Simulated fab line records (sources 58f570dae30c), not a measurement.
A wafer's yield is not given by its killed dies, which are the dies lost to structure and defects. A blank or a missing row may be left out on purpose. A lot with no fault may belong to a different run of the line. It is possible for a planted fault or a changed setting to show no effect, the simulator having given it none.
Which tool is to blame? || flow berkeley cmos170 || Sampling: 16 lots, 48 wafers, 3 of 331 route steps

## WHAT EACH GAUGE READ, for each wafer
UCB170_NWELL_THK_MEAS_05.
{"lot": "L828", "measured": "day 2 12:05", "on": "film metro-02", "NWELL_NITRIDE_THK (nm)": "224.1 224.5 223.7"}
{"lot": "L829", "measured": "day 2 15:16", "on": "film metro-01", "NWELL_NITRIDE_THK (nm)": "224.9 222.5 223.7"}
{"lot": "L831", "measured": "day 2 20:37", "on": "film metro-02", "NWELL_NITRIDE_THK (nm)": "220.7 219.0 219.6"}
{"lot": "L834", "measured": "day 3 14:49", "on": "film metro-04", "NWELL_NITRIDE_THK (nm)": "221.5 221.1 220.9"}
{"lot": "L835", "measured": "day 3 14:49", "on": "film metro-02", "NWELL_NITRIDE_THK (nm)": "225.1 224.9 224.2"}
{"lot": "L836", "measured": "day 4 01:47", "on": "film metro-02", "NWELL_NITRIDE_THK (nm)": "223.8 223.5 222.9"}
{"lot": "L838", "measured": "day 4 08:32", "on": "film metro-04", "NWELL_NITRIDE_THK (nm)": "224.9 226.1 225.9"}
{"lot": "L840", "measured": "day 4 14:20", "on": "film metro-04", "NWELL_NITRIDE_THK (nm)": "222.0 220.2 222.5"}
{"lot": "L841", "measured": "day 4 18:31", "on": "film metro-04", "NWELL_NITRIDE_THK (nm)": "220.0 220.4 221.5"}
{"lot": "L843", "measured": "day 5 05:29", "on": "film metro-04", "NWELL_NITRIDE_THK (nm)": "221.7 218.2 220.2"}
{"lot": "L844", "measured": "day 5 11:03", "on": "film metro-01", "NWELL_NITRIDE_THK (nm)": "223.0 223.4 224.5"}
{"lot": "L847", "measured": "day 6 01:02", "on": "film metro-01", "NWELL_NITRIDE_THK (nm)": "222.0 221.1 221.2"}
{"lot": "L846", "measured": "day 6 01:04", "on": "film metro-04", "NWELL_NITRIDE_THK (nm)": "221.0 220.3 221.7"}
{"lot": "L848", "measured": "day 6 04:52", "on": "film metro-02", "NWELL_NITRIDE_THK (nm)": "221.2 219.9 221.2"}
{"lot": "L849", "measured": "day 6 18:56", "on": "film metro-04", "NWELL_NITRIDE_THK (nm)": "225.1 224.0 223.7"}
{"lot": "L851", "measured": "day 6 22:01", "on": "film metro-04", "NWELL_NITRIDE_THK (nm)": "220.3 221.9 220.7"}

UCB170_ACTIVE_CD_MEAS_13: the cd target is 1200 nm.
{"lot": "L828", "measured": "day 4 11:38", "on": "cd sem-01", "cd nm (nm)": "1199.6 1200.7 1199.6"}
{"lot": "L829", "measured": "day 4 11:38", "on": "cd sem-02", "cd nm (nm)": "1199.4 1199.5 1198.9"}
{"lot": "L831", "measured": "day 4 17:00", "on": "cd sem-01", "cd nm (nm)": "1200.8 1199.3 1199.2"}
{"lot": "L834", "measured": "day 5 08:49", "on": "cd sem-01", "cd nm (nm)": "1199.6 1199.7 1199.3"}
{"lot": "L835", "measured": "day 5 08:42", "on": "cd sem-02", "cd nm (nm)": "1199.6 1200.3 1199.8"}
{"lot": "L836", "measured": "day 6 02:06", "on": "cd sem-01", "cd nm (nm)": "1199.3 1198.7 1201.0"}
{"lot": "L838", "measured": "day 6 06:27", "on": "cd sem-02", "cd nm (nm)": "1200.0 1200.1 1200.0"}
{"lot": "L840", "measured": "day 6 06:45", "on": "cd sem-02", "cd nm (nm)": "1199.4 1199.3 1199.8"}
{"lot": "L841", "measured": "day 6 08:43", "on": "cd sem-02", "cd nm (nm)": "1200.3 1198.7 1201.0"}
{"lot": "L843", "measured": "day 7 05:07", "on": "cd sem-02", "cd nm (nm)": "1200.2 1201.0 1201.3"}
{"lot": "L844", "measured": "day 7 05:19", "on": "cd sem-02", "cd nm (nm)": "1200.6 1201.1 1199.1"}
{"lot": "L847", "measured": "day 8 00:59", "on": "cd sem-01", "cd nm (nm)": "1190.1 1188.3 1190.1"}
{"lot": "L846", "measured": "day 8 01:16", "on": "cd sem-01", "cd nm (nm)": "1185.3 1186.1 1186.3"}
{"lot": "L848", "measured": "day 8 07:17", "on": "cd sem-01", "cd nm (nm)": "1189.7 1191.8 1191.7"}
{"lot": "L849", "measured": "day 8 21:12", "on": "cd sem-01", "cd nm (nm)": "1194.4 1193.7 1194.0"}
{"lot": "L851", "measured": "day 8 21:41", "on": "cd sem-01", "cd nm (nm)": "1198.8 1201.0 1200.2"}

## WHICH TOOL RAN EACH LOT (tool, then ch and the chambers of the sampled wafers, then the start)
{"lot": "L828", "UCB170_ACTIVE_EXPOSE_10": "krf scanner-01 ch 0, day 4 10:30"}
{"lot": "L829", "UCB170_ACTIVE_EXPOSE_10": "krf scanner-01 ch 0, day 4 10:37"}
{"lot": "L831", "UCB170_ACTIVE_EXPOSE_10": "krf scanner-02 ch 0, day 4 16:37"}
{"lot": "L834", "UCB170_ACTIVE_EXPOSE_10": "krf scanner-01 ch 0, day 5 08:26"}
{"lot": "L835", "UCB170_ACTIVE_EXPOSE_10": "krf scanner-01 ch 0, day 5 08:19"}
{"lot": "L836", "UCB170_ACTIVE_EXPOSE_10": "krf scanner-02 ch 0, day 6 01:30"}
{"lot": "L838", "UCB170_ACTIVE_EXPOSE_10": "krf scanner-01 ch 0, day 6 05:44"}
{"lot": "L840", "UCB170_ACTIVE_EXPOSE_10": "krf scanner-02 ch 0, day 6 05:59"}
{"lot": "L841", "UCB170_ACTIVE_EXPOSE_10": "krf scanner-02 ch 0, day 6 08:15"}
{"lot": "L843", "UCB170_ACTIVE_EXPOSE_10": "krf scanner-02 ch 0, day 7 04:40"}
{"lot": "L844", "UCB170_ACTIVE_EXPOSE_10": "krf scanner-01 ch 0, day 7 04:56"}
{"lot": "L847", "UCB170_ACTIVE_EXPOSE_10": "krf scanner-02 ch 0, day 8 00:14"}
{"lot": "L846", "UCB170_ACTIVE_EXPOSE_10": "krf scanner-02 ch 0, day 8 00:30"}
{"lot": "L848", "UCB170_ACTIVE_EXPOSE_10": "krf scanner-02 ch 0, day 8 06:53"}
{"lot": "L849", "UCB170_ACTIVE_EXPOSE_10": "krf scanner-02 ch 0, day 8 20:10"}
{"lot": "L851", "UCB170_ACTIVE_EXPOSE_10": "krf scanner-01 ch 0, day 8 20:29"}
- UCB170_ACTIVE_EXPOSE_10: exposes mask ACTIVE, target cd 1200 nm.

## WHAT THE TOOLS THEMSELVES READ (means of the sampled wafers that have a number; where no wafer has one, the mark that the record gives instead)
UCB170_ACTIVE_EXPOSE_10.
{"lot": "L828", "tool": "krf scanner-01", "exposure dose mJ cm2": 19.993, "focus offset nm (nm)": -0.1, "stage vel mm s (mm/s)": 499.92}
{"lot": "L829", "tool": "krf scanner-01", "exposure dose mJ cm2": 19.987, "focus offset nm (nm)": -0.1, "stage vel mm s (mm/s)": 499.60}
{"lot": "L831", "tool": "krf scanner-02", "exposure dose mJ cm2": 19.977, "focus offset nm (nm)": 0.5, "stage vel mm s (mm/s)": 499.89}
{"lot": "L834", "tool": "krf scanner-01", "exposure dose mJ cm2": 20.029, "focus offset nm (nm)": -0.1, "stage vel mm s (mm/s)": 500.09}
{"lot": "L835", "tool": "krf scanner-01", "exposure dose mJ cm2": 19.996, "focus offset nm (nm)": -0.9, "stage vel mm s (mm/s)": 499.97}
{"lot": "L836", "tool": "krf scanner-02", "exposure dose mJ cm2": 19.985, "focus offset nm (nm)": 0.4, "stage vel mm s (mm/s)": 499.97}
{"lot": "L838", "tool": "krf scanner-01", "exposure dose mJ cm2": 19.999, "focus offset nm (nm)": 0.4, "stage vel mm s (mm/s)": 499.89}
{"lot": "L840", "tool": "krf scanner-02", "exposure dose mJ cm2": 20.026, "focus offset nm (nm)": 0.2, "stage vel mm s (mm/s)": 499.85}
{"lot": "L841", "tool": "krf scanner-02", "exposure dose mJ cm2": 20.001, "focus offset nm (nm)": 0.5, "stage vel mm s (mm/s)": 500.02}
{"lot": "L843", "tool": "krf scanner-02", "exposure dose mJ cm2": 19.997, "focus offset nm (nm)": -0.3, "stage vel mm s (mm/s)": 499.97}
{"lot": "L844", "tool": "krf scanner-01", "exposure dose mJ cm2": 19.986, "focus offset nm (nm)": -0.2, "stage vel mm s (mm/s)": 500.24}
{"lot": "L847", "tool": "krf scanner-02", "exposure dose mJ cm2": 21.580, "focus offset nm (nm)": -1.0, "stage vel mm s (mm/s)": 499.82}
{"lot": "L846", "tool": "krf scanner-02", "exposure dose mJ cm2": 21.568, "focus offset nm (nm)": -0.5, "stage vel mm s (mm/s)": 500.20}
{"lot": "L848", "tool": "krf scanner-02", "exposure dose mJ cm2": 21.001, "focus offset nm (nm)": 0.7, "stage vel mm s (mm/s)": 500.29}
{"lot": "L849", "tool": "krf scanner-02", "exposure dose mJ cm2": 20.791, "focus offset nm (nm)": -0.3, "stage vel mm s (mm/s)": 499.91}
{"lot": "L851", "tool": "krf scanner-01", "exposure dose mJ cm2": 19.967, "focus offset nm (nm)": -0.6, "stage vel mm s (mm/s)": 500.08}

## THE ANSWER, worked out from the rows above alone
Rule: what is usual is taken from the lots themselves. Put in order of their means at a reading, lots are off if they are a third of the lots or fewer, leave a main group of 4 or more, and stand apart from it by a gap of 3 or more times the standard deviation of the main group's means; of several such gaps the widest counts. A main group whose means are all the same, to the digits that the tables above print for the reading, isn't used. A lot without any number at a reading at which 4 lots or more have one is off too. All remaining lots with rows at the step are treated as sound. First the gauges in route order, then the tools' own readings, where a lot's mean is used as printed above. At the first step where some lot is off, the reading lying furthest off is the one used; lots without a number count as furthest.
Off: L847, L846, L848, L849, at UCB170_ACTIVE_CD_MEAS_13 (cd nm). For the main group the mean is 1199.9 nm and the standard deviation 0.39.
If a tool, at a process step before that reading, ran all the lots that are off and no sound lot after the first of them, it fits. The gauges at UCB170_ACTIVE_CD_MEAS_13 aren't tried: what is off there is off at UCB170_ACTIVE_EXPOSE_10 too, on other tools, and a gauge's error can't cause that. One fits: UCB170_ACTIVE_EXPOSE_10 on krf scanner-02. Its last sound lot is L843 (day 7 04:40), its first lot that is off L847 (day 8 00:14): a fault that began between those two fits.
The tool's own readings at UCB170_ACTIVE_EXPOSE_10 bear it out: on the lots that are off they differ by more than 5 times the standard deviation of the sound lots' means. exposure dose mJ cm2 reads 21.235 there against 19.995 on the sound lots.

## WHAT HAD BEEN PUT IN BY THE SIMULATOR
Process parameter drift: krf scanner-02, from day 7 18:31 on, at UCB170_ACTIVE_EXPOSE_10. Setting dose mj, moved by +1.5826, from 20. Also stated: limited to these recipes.
Lots struck among those shown: L847, L846, L848, L849. This agrees with what the rule above found.
